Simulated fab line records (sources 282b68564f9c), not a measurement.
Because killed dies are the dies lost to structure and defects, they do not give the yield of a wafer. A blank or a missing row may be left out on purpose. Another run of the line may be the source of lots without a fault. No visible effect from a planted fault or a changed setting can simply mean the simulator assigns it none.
fab line records	flow ritCmos
[record] lots = 5	wafers = 15	lastDay = 5
route steps=202 shown NRETRO@62 PRETRO@64 GATE@75 FOX2@80
lots that met no fault: from a run of the same line without faults
startH: start of the lot's first displayed wafer, in hours after the record's first day	waitH: hours from the lot's prior step to this one	" repeats the value in the row above	L1.1+2: a row that stands for several wafers	- no value present, or no start provided	* or withheld: withheld	< > ~ a bound
route shown NAME@n: names a module that has steps shown in the file, with the first one's number in the route	usual: mean/standard deviation taken from wafers without a fault	same: alike in all rows	chamber/n: place in a boat	sites: each site's reading	_std_site: standard deviation of those values	_edge_site: inner sites' mean taken away from outer sites' mean	radiusMm: how far each site lies from the wafer's centre	mask NAME#n: copy n	behind: tool/chamber where the wafer was last shaped	hold: reason for holding the lot/hours on hold/outcome of the hold	device: the n, p or np transistor that did not switch	end of line: tests of these same wafers at the route's end	a step given without rows: its recipe and nothing more	killed: not the wafer's yield, but the dies lost to structure and defects at the first sort	map: shows each die of a wafer: x if killed, . if not, _ if none is there
set.NAME: the run value of the setting; set.NAME@STEP: its run value at that earlier step	model.NAME: the simulator's own value behind a step, which no gauge read
lots seen at some steps along the route; tables by step, rows by wafer
services: from which hour (startH, from the record's first day; less than 0 if before it) a tool's chamber was out of use, for how many hours, and why
[[steps]]
[step RIT_NRETRO_STRIP_09]
[recipe] chemistry = O2	timeS = 180	resist = NOVOLAK	platenTempC = withheld	powerW = 500	pressureMtorr = 4000	o2FlowSccm = 4000
[usual] drypumpMotorCurrentA = 5.8/0.64
[same] timeS = 180
lot.wafer	tool	chamber	startH	waitH	drypumpMotorCurrentA	rfHoursCounterH
L076.2	plasmaAsher-01	0	46.23	0.1	6.2	27
L076.4	"	0	"	"	6.2	-
L076.6	"	1	"	"	5.6	-
L077.1	plasmaAsher-02	1	51.45	0.1	4.9	38
L077.5	"	0	"	"	6.6	-
L077.6	"	1	"	"	4.9	-
L079.1	plasmaAsher-02	1	63.23	0.1	4.9	40
L079.4	"	1	"	"	4.9	-
L079.6	"	0	"	"	6.6	-
L082.1	plasmaAsher-03	1	74.62	0.1	6.4	42
L082.5	"	1	"	"	6.4	-
L082.6	"	0	"	"	5.6	-
L084.1	plasmaAsher-02	0	82.30	0.1	6.6	42
L084.2	"	1	"	"	4.9	42
L084.4	"	0	"	"	6.6	-
[step RIT_NRETRO_TW_MEAS_10]
[usual] NRETRO_TW = 1045/8.5
lot.wafer	tool	chamber	startH	waitH	NRETRO_TW
L076.2	filmMetro-04	-	46.42	0.1	1055
L076.4	"	-	"	"	1055
L076.6	"	-	"	"	1058
L077.1	filmMetro-02	-	51.63	0.1	1032
L077.5	"	-	"	"	1035
L077.6	"	-	"	"	1031
L079.1	filmMetro-04	-	63.41	0.1	1046
L079.4	"	-	"	"	1043
L079.6	"	-	"	"	1048
L082.1	filmMetro-04	-	74.79	0.1	1049
L082.5	"	-	"	"	1049
L082.6	"	-	"	"	1043
L084.1	filmMetro-02	-	82.48	0.1	1039
L084.2	"	-	"	"	1039
L084.4	"	-	"	"	1041
[step RIT_PRETRO_HMDS_00]
[recipe] primeTimeS = 60	primeTempC = 140
[usual] primeTempC = 140.00/0.15
lot.wafer	tool	chamber	startH	waitH	primeTempC
L076.2	lithoTrack-03	0	46.49	0.1	139.98
L076.4	"	0	"	"	140.11
L076.6	"	0	"	"	140.02
L077.1	lithoTrack-02	0	51.69	0.1	139.72
L077.5	"	0	"	"	139.84
L077.6	"	0	"	"	139.74
L079.1	lithoTrack-04	0	63.47	0.1	139.99
L079.4	"	0	"	"	140.13
L079.6	"	0	"	"	140.10
L082.1	lithoTrack-02	0	74.85	0.1	140.20
L082.5	"	0	"	"	139.95
L082.6	"	0	"	"	140.03
L084.1	lithoTrack-03	0	82.54	0.1	140.05
L084.2	"	0	"	"	139.93
L084.4	"	0	"	"	140.15
[step RIT_PRETRO_COAT_01]
[recipe] resist = NOVOLAK	spinRpm = 2000	resistThkNm = 1300
lot.wafer	tool	chamber	startH	waitH
L076.2+4+6	lithoTrack-03	0	46.64	0.1
L077.1+5+6	lithoTrack-02	0	51.84	0.1
L079.1+4+6	lithoTrack-04	0	63.62	0.1
L082.1+5+6	lithoTrack-02	0	75.00	0.1
L084.1+2+4	lithoTrack-03	0	82.69	0.1
[step RIT_PRETRO_SOFTBAKE_02]
[recipe] resist = NOVOLAK	tempC = 90	timeS = 60
[usual] heaterPowerTotalW = 34.56/0.049	plateTempC = 90.01/0.12
[same] timeS = 60
lot.wafer	tool	chamber	startH	waitH	heaterPowerTotalW	plateTempC
L076.2	lithoTrack-03	0	46.79	0.1	34.52	90.21
L076.4	"	0	"	"	34.55	90.19
L076.6	"	0	"	"	34.53	90.05
L077.1	lithoTrack-02	0	51.99	0.1	34.59	90.17
L077.5	"	0	"	"	34.57	90.20
L077.6	"	0	"	"	34.54	90.00
L079.1	lithoTrack-04	0	63.77	0.1	34.45	90.03
L079.4	"	0	"	"	34.58	90.04
L079.6	"	0	"	"	34.53	89.86
L082.1	lithoTrack-02	0	75.15	0.1	34.48	90.11
L082.5	"	0	"	"	34.62	90.22
L082.6	"	0	"	"	34.56	90.17
L084.1	lithoTrack-03	0	82.84	0.1	34.58	89.83
L084.2	"	0	"	"	34.54	89.90
L084.4	"	0	"	"	34.52	89.93
[step RIT_PRETRO_EXPOSE_03]
[recipe] maskId = M5	na = 0.57	targetCdNm = 43700	doseMj = 250
lot.wafer	tool	chamber	startH	waitH	mask
L076.2+4+6	ilineStepper-02	0	46.94	0.1	M5#0
L077.1+5+6	ilineStepper-01	0	52.26	0.2	M5#0
L079.1+4+6	ilineStepper-01	0	64.04	0.2	M5#0
L082.1+5+6	ilineStepper-01	0	75.43	0.2	M5#0
L084.1+2+4	ilineStepper-01	0	82.99	0.1	M5#0
[step RIT_PRETRO_PEB_04]
[recipe] resist = NOVOLAK	tempC = withheld	timeS = withheld
lot.wafer	tool	chamber	startH	waitH
L076.2+4+6	lithoTrack-04	0	47.06	0.1
L077.1+5+6	lithoTrack-02	0	52.46	0.2
L079.1+4+6	lithoTrack-04	0	64.16	0.1
L082.1+5+6	lithoTrack-04	0	75.54	0.1
L084.1+2+4	lithoTrack-03	0	83.14	0.1
[step RIT_PRETRO_DEVELOP_05]
[recipe] resist = NOVOLAK	developTimeS = 68	devTempC = 23
[usual] developerTempC = 23.01/0.11
lot.wafer	tool	chamber	startH	waitH	developerTempC
L076.2	lithoTrack-04	0	-	-	22.95
L076.4	"	0	"	"	23.00
L076.6	"	0	"	"	23.04
L077.1	lithoTrack-02	0	-	-	22.94
L077.5	"	0	"	"	22.84
L077.6	"	0	"	"	22.96
L079.1	lithoTrack-04	0	-	-	22.85
L079.4	"	0	"	"	23.02
L079.6	"	0	"	"	23.16
L082.1	lithoTrack-04	0	-	-	23.22
L082.5	"	0	"	"	23.01
L082.6	"	0	"	"	23.08
L084.1	lithoTrack-03	0	-	-	23.05
L084.2	"	0	"	"	23.03
L084.4	"	0	"	"	23.05
[step RIT_PRETRO_OVL_MEAS_06]
[usual] PRETRO_OVL = -0.2/1.2
lot.wafer	tool	chamber	startH	waitH	PRETRO_OVL[nm]
L076.2	overlay-01	-	47.35	-	0.4
L076.4	"	-	"	"	0.1
L076.6	"	-	"	"	-1.4
L077.1	overlay-01	-	52.77	-	0.9
L077.5	"	-	"	"	-0.6
L077.6	"	-	"	"	2.0
L079.1	overlay-02	-	64.47	-	-1.0
L079.4	"	-	"	"	0.8
L079.6	"	-	"	"	-1.0
L082.1	overlay-01	-	75.86	-	0.7
L082.5	"	-	"	"	-0.5
L082.6	"	-	"	"	-0.6
L084.1	overlay-02	-	83.46	-	0.5
L084.2	"	-	"	"	0.7
L084.4	"	-	"	"	1.8
[step RIT_PRETRO_HARDBAKE_07]
[recipe] resist = NOVOLAK	tempC = 140	timeS = 120
[usual] heaterPowerTotalW = 52.03/0.057	plateTempC = 139.98/0.15
[same] timeS = 120
lot.wafer	tool	chamber	startH	waitH	heaterPowerTotalW	plateTempC
L076.2	lithoTrack-04	0	47.42	0.1	52.01	140.33
L076.4	"	0	"	"	52.05	140.24
L076.6	"	0	"	"	52.09	140.09
L077.1	lithoTrack-02	0	52.81	0.0	51.96	140.08
L077.5	"	0	"	"	52.06	139.83
L077.6	"	0	"	"	52.05	140.03
L079.1	lithoTrack-03	0	64.51	0.0	51.99	140.10
L079.4	"	0	"	"	52.08	139.81
L079.6	"	0	"	"	52.11	140.00
L082.1	lithoTrack-03	0	75.89	0.0	52.04	139.95
L082.5	"	0	"	"	52.08	139.91
L082.6	"	0	"	"	52.02	139.85
L084.1	lithoTrack-02	0	83.49	0.0	51.99	140.18
L084.2	"	0	"	"	52.08	140.01
L084.4	"	0	"	"	51.94	140.11
[step RIT_PRETRO_IMPLANT_08]
[recipe] species = B	energyKev = 45	doseCm2 = 1.2e+13	tiltDeg = 7
[usual] faradayCurrentUA = 38.1/0.71
lot.wafer	tool	chamber	startH	waitH	faradayCurrentUA
L076.2	implanter-01	0	47.66	0.2	38.2
L076.4	"	0	"	"	37.7
L076.6	"	0	"	"	37.1
L077.1	implanter-02	0	53.06	0.2	38.7
L077.5	"	0	"	"	36.5
L077.6	"	0	"	"	38.0
L079.1	implanter-02	0	64.76	0.2	38.6
L079.4	"	0	"	"	39.2
L079.6	"	0	"	"	38.2
L082.1	implanter-04	0	76.14	0.2	35.9
L082.5	"	0	"	"	37.3
L082.6	"	0	"	"	37.7
L084.1	implanter-02	0	83.74	0.2	39.3
L084.2	"	0	"	"	38.6
L084.4	"	0	"	"	39.0
[step RIT_PRETRO_STRIP_09]
[recipe] chemistry = O2	timeS = 180	resist = NOVOLAK	platenTempC = withheld	powerW = 500	pressureMtorr = 4000	o2FlowSccm = 4000
[usual] drypumpMotorCurrentA = 5.9/0.6
[same] timeS = 180
lot.wafer	tool	chamber	startH	waitH	drypumpMotorCurrentA	rfHoursCounterH
L076.2	plasmaAsher-04	0	47.78	0.1	6.3	40
L076.4	"	1	"	"	6.0	-
L076.6	"	1	"	"	6.0	-
L077.1	plasmaAsher-02	0	53.21	0.1	6.6	38
L077.5	"	0	"	"	6.6	-
L077.6	"	1	"	"	4.9	-
L079.1	plasmaAsher-04	1	64.91	0.1	6.0	42
L079.4	"	0	"	"	6.2	-
L079.6	"	0	"	"	6.2	-
L082.1	plasmaAsher-04	1	76.29	0.1	6.0	43
L082.5	"	0	"	"	6.2	-
L082.6	"	1	"	"	6.0	-
L084.1	plasmaAsher-02	1	83.89	0.1	4.9	42
L084.2	"	0	"	"	6.6	42
L084.4	"	0	"	"	6.6	-
[step RIT_PRETRO_TW_MEAS_10]
[usual] PRETRO_TW = 477.6/3
lot.wafer	tool	chamber	startH	waitH	PRETRO_TW
L076.2	filmMetro-04	-	47.97	0.1	477.8
L076.4	"	-	"	"	478.0
L076.6	"	-	"	"	475.4
L077.1	filmMetro-03	-	53.38	0.1	476.9
L077.5	"	-	"	"	476.9
L077.6	"	-	"	"	481.6
L079.1	filmMetro-04	-	65.08	0.1	473.5
L079.4	"	-	"	"	473.3
L079.6	"	-	"	"	472.4
L082.1	filmMetro-01	-	76.47	0.1	476.5
L082.5	"	-	"	"	476.7
L082.6	"	-	"	"	478.2
L084.1	filmMetro-03	-	84.07	0.1	481.1
L084.2	"	-	"	"	479.3
L084.4	"	-	"	"	480.5
[step RIT_GATE_WET_ETCH_00]
[recipe] chemistry = BOE	target = SiO2	targetDepthNm = 56	timeS = 60	dry = n2Spin	dilution = 10:1	tempC = 21.5
[usual] bathHeatDutyPct = 1.7/0.42
[same] timeS = 60
lot.wafer	tool	chamber	startH	waitH	bathHeatDutyPct
L076.2	wetBench-03	3	48.02	0.0	1.3
L076.4	"	3	"	"	1.8
L076.6	"	3	"	"	2.2
L077.1	wetBench-02	2	53.44	0.1	1.5
L077.5	"	2	"	"	1.8
L077.6	"	2	"	"	1.5
L079.1	wetBench-01	1	65.14	0.1	1.8
L079.4	"	1	"	"	1.9
L079.6	"	1	"	"	2.4
L082.1	wetBench-01	2	76.53	0.1	1.1
L082.5	"	2	"	"	0.8
L082.6	"	2	"	"	1.7
L084.1	wetBench-02	2	84.13	0.1	1.3
L084.2	"	2	"	"	1.1
L084.4	"	2	"	"	1.7
[step RIT_GATE_CLEAN_01]
[recipe] chemistry = SC1	mix = 3:3:50	timeS = 600	tempC = 75
[usual] bathHeatDutyPct = 14.9/1.7
[same] timeS = 600
lot.wafer	tool	chamber	startH	waitH	bathHeatDutyPct
L076.2	wetBench-01	0	48.04	0.0	13.3
L076.4	"	0	"	"	14.6
L076.6	"	0	"	"	13.9
L077.1	wetBench-03	0	53.47	0.0	13.5
L077.5	"	0	"	"	14.5
L077.6	"	0	"	"	14.2
L079.1	wetBench-02	0	65.17	0.0	15.9
L079.4	"	0	"	"	15.9
L079.6	"	0	"	"	15.4
L082.1	wetBench-03	1	76.55	0.0	16.1
L082.5	"	1	"	"	16.7
L082.6	"	1	"	"	16.8
L084.1	wetBench-01	3	84.15	0.0	15.7
L084.2	"	3	"	"	16.0
L084.4	"	3	"	"	17.5
[step RIT_GATE_CLEAN_02]
[recipe] chemistry = dHF	dilution = 50:1	timeS = 30
[same] timeS = 30
lot.wafer	tool	chamber	startH	waitH
L076.2+4+6	wetBench-03	0	48.22	0.0
L077.1+5+6	wetBench-01	2	53.64	0.0
L079.1+4+6	wetBench-02	3	65.36	0.0
L082.1+5+6	wetBench-01	2	76.73	0.0
L084.1+2+4	wetBench-03	1	84.39	0.1
[step RIT_GATE_CLEAN_03]
[recipe] chemistry = SC2	mix = 3:3:50	timeS = 600	tempC = 75	dry = n2Spin
[usual] bathHeatDutyPct = 15.3/2
[same] timeS = 600
lot.wafer	tool	chamber	startH	waitH	bathHeatDutyPct
L076.2	wetBench-01	0	48.23	0.0	14.3
L076.4	"	0	"	"	15.0
L076.6	"	0	"	"	13.4
L077.1	wetBench-02	1	53.66	0.0	12.1
L077.5	"	1	"	"	13.2
L077.6	"	1	"	"	13.0
L079.1	wetBench-02	2	65.38	0.0	14.5
L079.4	"	2	"	"	15.1
L079.6	"	2	"	"	15.6
L082.1	wetBench-03	2	76.74	0.0	16.8
L082.5	"	2	"	"	16.4
L082.6	"	2	"	"	15.9
L084.1	wetBench-03	1	84.42	0.0	15.2
L084.2	"	1	"	"	16.8
L084.4	"	1	"	"	17.2
[step RIT_GATE_CLEAN_04]
[recipe] chemistry = dHF	dilution = 50:1	timeS = 60	dry = n2Spin
[same] timeS = 60
lot.wafer	tool	chamber	startH	waitH
L076.2+4+6	wetBench-03	2	48.41	0.0
L077.1+5+6	wetBench-01	2	53.83	0.0
L079.1+4+6	wetBench-01	2	65.57	0.0
L082.1+5+6	wetBench-01	1	76.92	0.0
L084.1+2+4	wetBench-02	3	84.80	0.0
[step RIT_FOX2_THK_MEAS_91]
[recipe] reads = SiO2_of_FOX2_OXIDATION_00
[usual] FIELD_OXIDE_LEFT_2_THK = 258/7.2
lot.wafer	tool	chamber	startH	waitH	FIELD_OXIDE_LEFT_2_THK[nm]
L076.2	filmMetro-03	-	48.44	0.0	266
L076.4	"	-	"	"	254
L076.6	"	-	"	"	254
L077.1	filmMetro-02	-	53.86	0.0	256
L077.5	"	-	"	"	263
L077.6	"	-	"	"	252
L079.1	filmMetro-04	-	65.59	0.0	249
L079.4	"	-	"	"	250
L079.6	"	-	"	"	246
L082.1	filmMetro-03	-	76.94	0.0	269
L082.5	"	-	"	"	263
L082.6	"	-	"	"	267
L084.1	filmMetro-03	-	84.83	0.0	263
L084.2	"	-	"	"	261
L084.4	"	-	"	"	261
[step RIT_GATE_OXIDATION_05]
[recipe] tempC = 900	ambient = O2	targetThkA = 30	oxTimeS = 270
[usual] tubeCenterTempC = 900.01/0.077
lot.wafer	tool	chamber	startH	waitH	tubeCenterTempC
L076.2	furnace-04	0	50.49	2.0	899.98
L076.4	"	0	"	"	900.04
L076.6	"	0	"	"	900.15
L077.1	furnace-01	0	54.48	0.6	900.15
L077.5	"	0	"	"	900.15
L077.6	"	0	"	"	899.96
L079.1	furnace-03	0	66.78	1.2	899.91
L079.4	"	0	"	"	899.95
L079.6	"	0	"	"	900.09
L082.1	furnace-01	0	78.31	1.4	899.98
L082.5	"	0	"	"	900.07
L082.6	"	0	"	"	900
L084.1	furnace-03	0	85.65	0.8	900.08
L084.2	"	0	"	"	900.09
L084.4	"	0	"	"	899.97
[step RIT_GATE_ANNEAL_06]
[recipe] tempC = 900	timeS = 600	ambient = N2O
[usual] tubeCenterTempC = 900/0.082
[same] timeS = 600
lot.wafer	tool	chamber	startH	waitH	tubeCenterTempC
L076.2	furnace-03	0	52.39	0.8	900.07
L076.4	"	0	"	"	900.11
L076.6	"	0	"	"	900.08
L077.1	furnace-04	0	56.65	1.1	900.05
L077.5	"	0	"	"	900.09
L077.6	"	0	"	"	900.09
L079.1	furnace-01	0	68.37	0.5	900.11
L079.4	"	0	"	"	899.86
L079.6	"	0	"	"	900.03
L082.1	furnace-01	0	80.69	1.3	899.96
L082.5	"	0	"	"	899.93
L082.6	"	0	"	"	899.82
L084.1	furnace-04	0	87.68	1.0	899.96
L084.2	"	0	"	"	899.89
L084.4	"	0	"	"	899.89
[step RIT_GATE_THK_MEAS_07]
[recipe] reads = SiO2_of_GATE_OXIDATION_05
[usual] GATE_OXIDE_THK = 3.04/0.063
lot.wafer	tool	chamber	startH	waitH	GATE_OXIDE_THK[nm]
L076.2	filmMetro-04	-	52.65	0.0	3.06
L076.4	"	-	"	"	3.05
L076.6	"	-	"	"	3.05
L077.1	filmMetro-03	-	56.90	0.0	3.01
L077.5	"	-	"	"	2.97
L077.6	"	-	"	"	3.00
L079.1	filmMetro-03	-	68.62	0.0	3.06
L079.4	"	-	"	"	3.06
L079.6	"	-	"	"	3.02
L082.1	filmMetro-03	-	80.94	0.0	2.98
L082.5	"	-	"	"	3.02
L082.6	"	-	"	"	3.01
L084.1	filmMetro-02	-	87.93	0.0	3.02
L084.2	"	-	"	"	3.02
L084.4	"	-	"	"	3.05
[step RIT_GATE_CVD_08]
[recipe] material = poly-Si	targetThkNm = 250	tempC = 610	precursor = SiH4	timeS = 2220	pressureMtorr = 300	sih4FlowSccm = 100
[same] timeS = 2220
lot.wafer	tool	chamber	startH	waitH
L076.2+4+6	lpcvd-02	1	52.70	0.0
L077.1+5+6	lpcvd-01	1	56.96	0.1
L079.1+4+6	lpcvd-01	1	68.68	0.1
L082.1+5+6	lpcvd-02	0	81.00	0.1
L084.1+2+4	lpcvd-02	1	87.99	0.1
[step RIT_GATE_THK_MEAS_09]
[recipe] reads = poly-Si_of_GATE_CVD_08
[usual] GATE_POLY_THK = 250.4/2.2
lot.wafer	tool	chamber	startH	waitH	GATE_POLY_THK[nm]
L076.2	filmMetro-03	-	54.32	0.0	248.7
L076.4	"	-	"	"	249.1
L076.6	"	-	"	"	250.7
L077.1	filmMetro-03	-	58.57	0.0	252.1
L077.5	"	-	"	"	250.7
L077.6	"	-	"	"	252.6
L079.1	filmMetro-03	-	70.29	0.0	247.0
L079.4	"	-	"	"	248.5
L079.6	"	-	"	"	250.1
L082.1	filmMetro-03	-	82.62	0.0	250.6
L082.5	"	-	"	"	250.8
L082.6	"	-	"	"	250.6
L084.1	filmMetro-03	-	89.61	0.0	249.1
L084.2	"	-	"	"	248.1
L084.4	"	-	"	"	248.9
[step RIT_GATE_HMDS_10]
[recipe] primeTimeS = 60	primeTempC = 140
[usual] primeTempC = 140.03/0.14
lot.wafer	tool	chamber	startH	waitH	primeTempC
L076.2	lithoTrack-03	0	54.40	0.1	140.03
L076.4	"	0	"	"	140.12
L076.6	"	0	"	"	140.23
L077.1	lithoTrack-03	0	58.63	0.1	140.05
L077.5	"	0	"	"	139.99
L077.6	"	0	"	"	140.18
L079.1	lithoTrack-02	0	70.35	0.1	140.05
L079.4	"	0	"	"	139.87
L079.6	"	0	"	"	139.97
L082.1	lithoTrack-01	0	82.68	0.1	140.12
L082.5	"	0	"	"	140.32
L082.6	"	0	"	"	140.10
L084.1	lithoTrack-02	0	89.75	0.1	140.06
L084.2	"	0	"	"	139.90
L084.4	"	0	"	"	140.19
[step RIT_GATE_COAT_11]
[recipe] resist = NOVOLAK	spinRpm = 4250	resistThkNm = 850
lot.wafer	tool	chamber	startH	waitH
L076.2+4+6	lithoTrack-03	0	54.55	0.1
L077.1+5+6	lithoTrack-03	0	58.78	0.1
L079.1+4+6	lithoTrack-02	0	70.50	0.1
L082.1+5+6	lithoTrack-01	0	82.83	0.1
L084.1+2+4	lithoTrack-02	0	89.90	0.1
[step RIT_GATE_SOFTBAKE_12]
[recipe] resist = NOVOLAK	tempC = 90	timeS = 60
[usual] heaterPowerTotalW = 34.56/0.052	plateTempC = 90.02/0.14
[same] timeS = 60
lot.wafer	tool	chamber	startH	waitH	heaterPowerTotalW	plateTempC
L076.2	lithoTrack-03	0	54.70	0.1	34.61	89.94
L076.4	"	0	"	"	34.55	90.05
L076.6	"	0	"	"	34.59	89.93
L077.1	lithoTrack-03	0	58.93	0.1	34.51	90.07
L077.5	"	0	"	"	34.58	90.14
L077.6	"	0	"	"	34.64	90.08
L079.1	lithoTrack-02	0	70.65	0.1	34.55	89.89
L079.4	"	0	"	"	34.56	90.05
L079.6	"	0	"	"	34.51	90.01
L082.1	lithoTrack-01	0	82.98	0.1	34.56	89.87
L082.5	"	0	"	"	34.56	89.93
L082.6	"	0	"	"	34.61	89.99
L084.1	lithoTrack-02	0	90.05	0.1	34.55	90.09
L084.2	"	0	"	"	34.63	89.92
L084.4	"	0	"	"	34.57	90.07
[[services]]
tool	chamber	startH	hours	kind
plasmaAsher-02	-	25.54	0.4	repair
plasmaAsher-01	-	31.67	4.0	pm
ilineStepper-02	-	39.52	1.7	pm
plasmaAsher-04	-	45.85	1.2	repair
ilineStepper-01	-	64.65	1.1	repair
lpcvd-02	-	70.04	6.1	pm
[[key]]
fault none
